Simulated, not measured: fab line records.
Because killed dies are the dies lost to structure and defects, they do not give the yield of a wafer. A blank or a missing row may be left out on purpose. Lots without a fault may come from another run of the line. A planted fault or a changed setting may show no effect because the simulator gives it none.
8D (eight disciplines) problem report, filled in by code | flow rit_cmos | the parts of the form that need people (team, actions taken, sign-off) are left out

== 1. WHAT IS WRONG ==
Wafers free of any fault read 3.05 nm (standard deviation 0.073) for GATE_OXIDE_THK at RIT_GATE_THK_MEAS_07, against a mean of 3.59 nm on 6 wafers of 2 lots. That puts it +7.4 standard deviations away from the usual mean.
First observed at day 7 01:50: wafer L136.2, on film_metro-04. Wafers with a number at this step in the record: 42, from 14 lots. Rule for "out", or "out of limits": more than 4 standard deviations from the usual mean. The other wafers with a number count as sound.

== 2. WHAT IT IS, WHAT IT ISN'T ==
question                    | is                           | is not
which readings at this step | GATE_OXIDE_THK               | -
which lots                  | L136, L137                   | L115, L117, L118, L120, L121, L122, L124, L126, L127, L128, L129, L131
which wafers of those lots  | all that have a number       | -
read on which gauges        | film_metro-02, film_metro-04 | film_metro-03
when                        | from day 7 01:50             | up to then (36 sound wafers)

== 3. WHAT RULES OUT EACH SUSPECT ==
Counting: a tool stays on the suspect list if, at a process step up to the reading, it processed all lots that are out and no sound lot following the first of them.
- the gauge at RIT_GATE_THK_MEAS_07 has been ruled out. The wafers that are out were read on 2 gauges (film_metro-02, film_metro-04).
- furnace-01 at RIT_GATE_OXIDATION_05 (target thk 3 nm, ox time 270 s): kept. All lots that are out passed through it, beginning with L136 at day 6 23:45, and no sound lot followed; its final sound lot before that point was L128 at day 5 08:56.
After counting, what remains is furnace-01 at RIT_GATE_OXIDATION_05.

== 4. THE CAUSE (what the simulator had put in) ==
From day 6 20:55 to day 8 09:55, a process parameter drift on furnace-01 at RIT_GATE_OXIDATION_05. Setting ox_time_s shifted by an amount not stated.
Counting left only this tool.

== 5. THE CHAIN OF EFFECTS, in route order ==
Each row: a reading where the mean over the struck wafers with a number is more than 3 standard deviations away from the usual. Only readings for which the record gives a usual standard deviation are gone through. hours: the time from each lot's start at the first step in this table that gives one to its start at this step, as a median over the lots. sigmas: the change in usual standard deviations.
hours | step                 | reading        | usual   | on struck wafers | change | sigmas
0     | RIT_GATE_THK_MEAS_07 | GATE_OXIDE_THK | 3.05 nm | 3.59             | +0.54  | +7.4

== 6. WHAT WOULD HAVE CAUGHT IT SOONER ==
The first out-of-limits reading at a measuring or inspecting step in this record came at day 7 01:50, 5 hours after the fault's start at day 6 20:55.
L137, from the lots that are out (2), started RIT_GATE_OXIDATION_05 on furnace-01 later than day 7 01:50. A tool hold placed at that time would have kept it from harm.
